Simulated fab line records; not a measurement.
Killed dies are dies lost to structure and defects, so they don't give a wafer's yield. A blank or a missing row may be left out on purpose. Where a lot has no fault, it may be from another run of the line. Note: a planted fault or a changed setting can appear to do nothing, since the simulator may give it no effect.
fab line records    flow rit-cmos
[record] lots = 7  wafers = 21  last-day = 6
route steps=202 shown GATE@77 FOX2@80
lots that met no fault: taken from a fault-free run of the same line
start-h: hours from the record's opening day to when the first of the lot's shown wafers began    wait-h: time in hours since the lot's previous step    " as in the row above    L1.1+2: a single row standing in for several wafers    - either no value or no given start    * or withheld: withheld    < > ~ a bound
route shown NAME@n: a module of which the file shows steps, and the number in the route of the first    usual: mean and standard deviation over wafers with no fault    same: alike in all rows    chamber/n: place in a boat    sites: readings site by site    _std_site: the values' standard deviation    _edge_site: mean of outer sites minus mean of inner sites    radius-mm: how far each site lies from the wafer's centre    mask NAME#n: copy n    behind: the tool/chamber that last shaped the wafer    hold: why the lot was held/for how many hours/how that ended    device: names the non-switching transistor (n, p or np)    end of line: at the end of the route, the tests of the same wafers    for a step that has no rows: nothing shown but its recipe    killed: dies that structure and defects cost at the first sort, which is not the same as the wafer's yield    map: dies across one wafer; x = killed, . = not, _ = none there
set.NAME: the run value of the setting; set.NAME@STEP: its run value at that earlier step    model.NAME: the simulator's own value behind a step, which no gauge read
lots at some steps of the route; a table a step, a row a wafer
services: when a tool's chamber went out of use (start-h, in hours from the record's first day, below 0 if earlier), for how many hours, and the reason
[[steps]]
[step RIT_GATE_CLEAN_02]
[recipe] chemistry = dHF  dilution = 50:1  time-s = 30
[step RIT_GATE_CLEAN_03]
[recipe] chemistry = SC2  mix = 3:3:50  time-s = 600  temp-c = 75  dry = n2-spin
[step RIT_GATE_CLEAN_04]
[recipe] chemistry = dHF  dilution = 50:1  time-s = 60  dry = n2-spin
[step RIT_FOX2_THK_MEAS_91]
[recipe] reads = SiO2_of_FOX2_OXIDATION_00
[usual] FIELD_OXIDE_LEFT_2_THK = 256/6.8
lot.wafer  tool           chamber  start-h  wait-h  FIELD_OXIDE_LEFT_2_THK[nm]
L799.2     film-metro-04  -        32.64    0.0     255
L799.4     "              -        "        "       261
L799.5     "              -        "        "       265
L800.3     film-metro-02  -        42.17    0.0     261
L800.4     "              -        "        "       256
L800.5     "              -        "        "       254
L810.3     film-metro-04  -        88.99    0.0     261
L810.5     "              -        "        "       261
L810.6     "              -        "        "       264
L811.2     film-metro-04  -        91.56    0.0     245
L811.3     "              -        "        "       245
L811.4     "              -        "        "       249
L813.2     film-metro-02  -        102.73   0.0     260
L813.4     "              -        "        "       258
L813.5     "              -        "        "       261
L814.2     film-metro-04  -        107.47   0.0     250
L814.3     "              -        "        "       248
L814.5     "              -        "        "       252
L817.1     film-metro-02  -        122.48   0.0     264
L817.3     "              -        "        "       264
L817.6     "              -        "        "       261
[step RIT_GATE_OXIDATION_05]
[recipe] temp-c = 900  ambient = O2  target-thk-a = 30  ox-time-s = 270
[step RIT_GATE_ANNEAL_06]
[recipe] temp-c = 900  time-s = 600  ambient = N2O
[step RIT_GATE_THK_MEAS_07]
[recipe] reads = SiO2_of_GATE_OXIDATION_05
[usual] GATE_OXIDE_THK = 3.02/0.061
lot.wafer  tool           chamber  start-h  wait-h  GATE_OXIDE_THK[nm]
L799.2     film-metro-04  -        34.03    0.0     3.01
L799.4     "              -        "        "       3.08
L799.5     "              -        "        "       2.98
L800.3     film-metro-01  -        43.55    0.0     3.05
L800.4     "              -        "        "       3.06
L800.5     "              -        "        "       3.00
L810.3     film-metro-01  -        90.37    0.0     3.01
L810.5     "              -        "        "       3.04
L810.6     "              -        "        "       2.98
L811.2     film-metro-04  -        93.29    0.0     2.97
L811.3     "              -        "        "       2.97
L811.4     "              -        "        "       2.92
L813.2     film-metro-02  -        106.39   0.0     2.92
L813.4     "              -        "        "       2.93
L813.5     "              -        "        "       2.89
L814.2     film-metro-02  -        109.10   0.0     2.97
L814.3     "              -        "        "       3.06
L814.5     "              -        "        "       3.00
L817.1     film-metro-04  -        124.37   0.0     2.96
L817.3     "              -        "        "       3.01
L817.6     "              -        "        "       3.09
[step RIT_GATE_CVD_08]
[recipe] material = poly-Si  target-thk-nm = 250  temp-c = 610  precursor = SiH4  time-s = 2220  pressure-mtorr = 300  sih4-flow-sccm = 100
[step RIT_GATE_THK_MEAS_09]
[recipe] reads = poly-Si_of_GATE_CVD_08
[usual] GATE_POLY_THK = 250.1/2.2
lot.wafer  tool           chamber  start-h  wait-h  GATE_POLY_THK[nm]
L799.2     film-metro-01  -        35.70    0.0     249.4
L799.4     "              -        "        "       248.7
L799.5     "              -        "        "       247.8
L800.3     film-metro-02  -        45.23    0.0     254.4
L800.4     "              -        "        "       254.4
L800.5     "              -        "        "       255.0
L810.3     film-metro-02  -        92.05    0.0     248.8
L810.5     "              -        "        "       246.5
L810.6     "              -        "        "       250.0
L811.2     film-metro-02  -        95.16    0.0     249.7
L811.3     "              -        "        "       248.7
L811.4     "              -        "        "       250.0
L813.2     film-metro-01  -        108.06   0.0     248.6
L813.4     "              -        "        "       247.8
L813.5     "              -        "        "       248.4
L814.2     film-metro-02  -        110.78   0.0     249.1
L814.3     "              -        "        "       250.8
L814.5     "              -        "        "       250.2
L817.1     film-metro-02  -        126.05   0.0     247.2
L817.3     "              -        "        "       248.0
L817.6     "              -        "        "       246.5
[step RIT_GATE_HMDS_10]
[recipe] prime-time-s = 60  prime-temp-c = 140
[step RIT_GATE_COAT_11]
[recipe] resist = NOVOLAK  spin-rpm = 4250  resist-thk-nm = 850
[step RIT_GATE_SOFTBAKE_12]
[recipe] resist = NOVOLAK  temp-c = 90  time-s = 60
[step RIT_GATE_EXPOSE_13]
[recipe] mask-id = M6  na = 0.6  source-shape = conventional  sigma-outer = 0.6  target-cd-nm = 150  dose-mj = 380
[usual] exposure-dose-mJ-cm2 = 377.8/0.37  reticle-temp-C = 23.00/0.092
lot.wafer  tool              chamber  start-h  wait-h  mask  exposure-dose-mJ-cm2  reticle-temp-C
L799.2     iline-stepper-02  0        36.22    0.1     M6#0  378.3                 23.14
L799.4     "                 0        "        "       M6#0  377.9                 23.01
L799.5     "                 0        "        "       M6#0  377.8                 23.10
L800.3     iline-stepper-01  0        45.88    0.2     M6#0  377.2                 23.03
L800.4     "                 0        "        "       M6#0  377.5                 22.99
L800.5     "                 0        "        "       M6#0  377.8                 23.05
L810.3     iline-stepper-01  0        92.93    0.2     M6#0  377.9                 22.93
L810.5     "                 0        "        "       M6#0  377.9                 22.89
L810.6     "                 0        "        "       M6#0  377.9                 23.02
L811.2     iline-stepper-02  0        95.83    0.3     M6#0  402.5                 23.10
L811.3     "                 0        "        "       M6#0  402.7                 22.99
L811.4     "                 0        "        "       M6#0  402.8                 23.19
L813.2     iline-stepper-02  0        108.72   0.2     M6#0  397.8                 23.03
L813.4     "                 0        "        "       M6#0  398.2                 22.98
L813.5     "                 0        "        "       M6#0  398.7                 23.07
L814.2     iline-stepper-02  0        111.52   0.1     M6#0  394.4                 23.12
L814.3     "                 0        "        "       M6#0  394.7                 23.03
L814.5     "                 0        "        "       M6#0  394.5                 23.08
L817.1     iline-stepper-01  0        126.70   0.2     M6#0  378.2                 23.02
L817.3     "                 0        "        "       M6#0  377.7                 22.96
L817.6     "                 0        "        "       M6#0  377.9                 23.03
[step RIT_GATE_PEB_14]
[recipe] resist = NOVOLAK  temp-c = withheld  time-s = withheld
[step RIT_GATE_DEVELOP_15]
[recipe] resist = NOVOLAK  develop-time-s = 50.85  dev-temp-c = 23
[usual] chill-plate-temp-C = 23.01/0.11
lot.wafer  tool            chamber  start-h  wait-h  chill-plate-temp-C  model.GATE.cd-nm
L799.2     litho-track-02  0        -        -       22.96               150.3
L799.4     "               0        "        "       22.98               150.4
L799.5     "               0        "        "       23.00               151.7
L800.3     litho-track-02  0        -        -       22.99               150.2
L800.4     "               0        "        "       22.99               152.2
L800.5     "               0        "        "       22.93               149.7
L810.3     litho-track-01  0        -        -       22.95               150.7
L810.5     "               0        "        "       23.04               150
L810.6     "               0        "        "       23.04               152.3
L811.2     litho-track-04  0        -        -       23.05               115
L811.3     "               0        "        "       22.97               119.1
L811.4     "               0        "        "       22.89               116.3
L813.2     litho-track-01  0        -        -       23.02               122.9
L813.4     "               0        "        "       22.97               123.3
L813.5     "               0        "        "       22.93               123.4
L814.2     litho-track-01  0        -        -       22.88               128.9
L814.3     "               0        "        "       22.97               128.3
L814.5     "               0        "        "       22.84               129
L817.1     litho-track-04  0        -        -       23.05               151.1
L817.3     "               0        "        "       23.07               152.3
L817.6     "               0        "        "       23.03               150.3
[step RIT_GATE_CD_MEAS_16]
[recipe] target-cd-nm = 150
[usual] cd-nm = 149.7/2.2
lot.wafer  tool       chamber  start-h  wait-h  cd-nm
L799.2     cd-sem-02  -        36.62    -       150.0
L799.4     "          -        "        "       150.4
L799.5     "          -        "        "       151.5
L800.3     cd-sem-01  -        46.28    -       150.1
L800.4     "          -        "        "       152.0
L800.5     "          -        "        "       149.8
L810.3     cd-sem-01  -        93.33    -       151.2
L810.5     "          -        "        "       149.9
L810.6     "          -        "        "       152.2
L811.2     cd-sem-01  -        96.23    -       115.1
L811.3     "          -        "        "       118.8
L811.4     "          -        "        "       116.4
L813.2     cd-sem-02  -        109.12   -       123.2
L813.4     "          -        "        "       123.3
L813.5     "          -        "        "       123.5
L814.2     cd-sem-02  -        111.92   -       128.7
L814.3     "          -        "        "       128.0
L814.5     "          -        "        "       129.0
L817.1     cd-sem-01  -        127.10   -       151.0
L817.3     "          -        "        "       152.6
L817.6     "          -        "        "       150.2
[step RIT_GATE_OVL_MEAS_17]
[usual] GATE_OVL = -0.2/1.6
lot.wafer  tool        chamber  start-h  wait-h  GATE_OVL[nm]
L799.2     overlay-02  -        36.73    0.1     0.3
L799.4     "           -        "        "       0.5
L799.5     "           -        "        "       1.7
L800.3     overlay-02  -        46.37    0.1     -1.5
L800.4     "           -        "        "       -2.5
L800.5     "           -        "        "       -1.9
L810.3     overlay-02  -        93.43    0.1     3.0
L810.5     "           -        "        "       3.5
L810.6     "           -        "        "       3.6
L811.2     overlay-01  -        96.33    0.1     0.3
L811.3     "           -        "        "       -1.3
L811.4     "           -        "        "       -0.5
L813.2     overlay-02  -        109.23   0.1     -3.9
L813.4     "           -        "        "       -1.8
L813.5     "           -        "        "       -2.5
L814.2     overlay-02  -        112.02   0.1     0.3
L814.3     "           -        "        "       -1.0
L814.5     "           -        "        "       0.6
L817.1     overlay-02  -        127.22   0.1     -2.6
L817.3     "           -        "        "       0.3
L817.6     "           -        "        "       -0.9
[step RIT_GATE_HARDBAKE_18]
[recipe] resist = NOVOLAK  temp-c = 140  time-s = 60
[step RIT_GATE_ETCH_19]
[recipe] chemistry = SF6/CHF3/O2  time-s = 165  SF6_flow_sccm = 30  CHF3_flow_sccm = 30  O2_flow_sccm = 5  target = poly-Si  pressure-mtorr = 40  rf-w = 160  target-depth-a = 3125  over-etch-frac = 0.25  stop-on = SiO2
[usual] drypump-motor-current-A = 5.9/0.63  oes-product-au = 0.840/0.011  throttle-valve-pct = 10.27/0.16
[same] time-s = 165
lot.wafer  tool       chamber  start-h  wait-h  drypump-motor-current-A  oes-product-au  rf-hours-counter-h  throttle-valve-pct  model.GATE.cd-nm
L799.2     rie-si-01  2        36.91    0.1     6.0                      0.835           33                  10.18               150.4
L799.4     "          1        "        "       6.3                      0.853           147                 10.29               150.5
L799.5     "          2        "        "       6.1                      0.832           -                   10.17               151.8
L800.3     rie-si-02  1        46.55    0.1     6.0                      0.830           3                   10.37               149.9
L800.4     "          2        "        "       6.7                      0.854           72                  10.48               151.9
L800.5     "          2        "        "       6.7                      0.855           -                   10.49               149.4
L810.3     rie-si-02  1        93.60    0.1     6.1                      0.825           3                   10.39               150.6
L810.5     "          0        "        "       4.6                      0.833           -                   10.38               150
L810.6     "          3        "        "       6.0                      0.849           -                   10.09               152.2
L811.2     rie-si-01  0        96.51    0.1     6.3                      0.838           3                   10.00               115
L811.3     "          1        "        "       6.3                      0.845           148                 10.27               119.2
L811.4     "          2        "        "       6.0                      0.847           33                  10.19               116.5
L813.2     rie-si-01  1        109.41   0.1     6.3                      0.847           148                 10.28               123.1
L813.4     "          3        "        "       5.4                      0.821           0                   10.45               123.3
L813.5     "          3        "        "       5.4                      0.833           -                   10.45               123.5
L814.2     rie-si-02  3        112.20   0.1     6.0                      0.840           132                 10.08               128.9
L814.3     "          1        "        "       6.1                      0.827           3                   10.42               128.1
L814.5     "          1        "        "       6.1                      0.828           -                   10.39               128.9
L817.1     rie-si-01  2        127.40   0.1     6.1                      0.834           33                  10.18               151.1
L817.3     "          0        "        "       6.4                      0.828           3                   10.01               152.2
L817.6     "          3        "        "       5.4                      0.825           -                   10.44               150.3
[step RIT_GATE_STRIP_20]
[recipe] chemistry = O2  time-s = 180  resist = NOVOLAK  platen-temp-c = withheld  power-w = 500  pressure-mtorr = 4000  o2-flow-sccm = 4000
[usual] drypump-motor-current-A = 5.72/0.23  o2-flow-sccm = 3999/12
[same] time-s = 180
lot.wafer  tool             chamber  start-h  wait-h  drypump-motor-current-A  o2-flow-sccm  rf-hours-counter-h
L799.2     plasma-asher-03  1        37.02    0.1     5.84                     4011          37
L799.4     "                0        "        "       5.95                     3992          -
L799.5     "                0        "        "       5.97                     3987          -
L800.3     plasma-asher-04  1        46.72    0.1     5.74                     4023          -
L800.4     "                0        "        "       5.31                     3993          -
L800.5     "                0        "        "       5.30                     3981          -
L810.3     plasma-asher-04  1        93.77    0.1     5.72                     4003          -
L810.5     "                1        "        "       5.71                     4012          -
L810.6     "                0        "        "       5.30                     3998          -
L811.2     plasma-asher-02  1        96.62    0.1     5.81                     3981          48
L811.3     "                1        "        "       5.82                     3999          -
L811.4     "                0        "        "       5.89                     4013          -
L813.2     plasma-asher-04  1        109.52   0.1     5.74                     3991          32
L813.4     "                1        "        "       5.74                     3988          -
L813.5     "                0        "        "       5.33                     3980          -
L814.2     plasma-asher-04  0        112.31   0.1     5.31                     3989          32
L814.3     "                0        "        "       5.31                     3985          -
L814.5     "                1        "        "       5.76                     4006          -
L817.1     plasma-asher-04  0        127.51   0.1     5.33                     3998          34
L817.3     "                0        "        "       5.32                     3983          -
L817.6     "                1        "        "       5.78                     4013          -
[[services]]
tool              chamber  start-h  hours  kind
rie-si-02         -        20.39    2.8    pm
rie-si-02         2        35.30    7.3    repair
rie-si-01         3        60.59    -      clean
rie-si-01         3        60.59    16.4   scheduled-down
rie-si-01         3        60.59    16.4   vent-cycle
rie-si-01         -        62.59    2.8    pm
rie-si-02         -        87.32    0.3    repair
iline-stepper-01  -        90.49    1.7    pm
rie-si-02         1        104.50   2.7    repair
plasma-asher-02   -        108.75   9.0    pm
plasma-asher-02   0        108.75   9.0    vent-cycle
plasma-asher-02   1        108.75   9.0    vent-cycle
plasma-asher-02   0        117.75   -      clean
plasma-asher-02   1        117.75   -      clean
rie-si-01         1        120.95   -      clean
rie-si-01         1        120.95   25.5   scheduled-down
rie-si-01         1        120.95   25.5   vent-cycle
iline-stepper-02  -        126.80   1.7    pm
[[key]]
[first-sign] step = RIT_GATE_EXPOSE_13  reading = exposure-dose-mJ-cm2  direction = up  sigmas = 56  usual = 377.8  struck = 398.5
[effect] step = RIT_GATE_CD_MEAS_16  reading = cd-nm  direction = down  sigmas = 12  usual = 149.7  struck = 122.9  through = control-loop
[model-effect] step = RIT_GATE_DEVELOP_15  value = GATE.cd-nm  without = 150.4  struck = 122.9
[model-effect] step = RIT_GATE_ETCH_19  value = GATE.cd-nm  without = 150.5  struck = 122.9
met-at RIT_GATE_EXPOSE_13
struck-wafers L811.2,L811.3,L811.4,L813.2,L813.4,L813.5,L814.2,L814.3,L814.5
later-rows-left-out L811.2,L811.3,L811.4,L813.2,L813.4,L813.5
sort-left-out L811.2,L811.3,L811.4,L813.2,L813.4,L813.5,L814.2,L814.3,L814.5
tester-left-out L811,L813,L814
[loop-trim] step = RIT_GATE_EXPOSE_13  setting = dose  lots = L813,L814
onset-between 36.22 95.83
[fault] kind = process-parameter-drift  tool = iline-stepper-02  chamber = -  onset-h = 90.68  steps = RIT_GATE_EXPOSE_13  channel = dose-mj  offset = 25.347  shape = step  acts-in = these-recipes-only  stated = 380
// tester-left-out: of these lots the tester's yield and bins aren't shown, on N5 and GAA mostly nor the transistor test; their killed dies are dies lost to structure and defects alone, not to doping, threshold or leakage, so they don't give the yield
// sort-left-out: the simulated sort isn't trusted on such a fault, so these wafers' sort isn't shown, and their yield isn't known
// later-rows-left-out: the simulator's readings of these wafers behind a module that went badly wrong aren't trusted and aren't shown, but for the sort
// loop-trim: a control loop set the setting to another value than it would have without faults
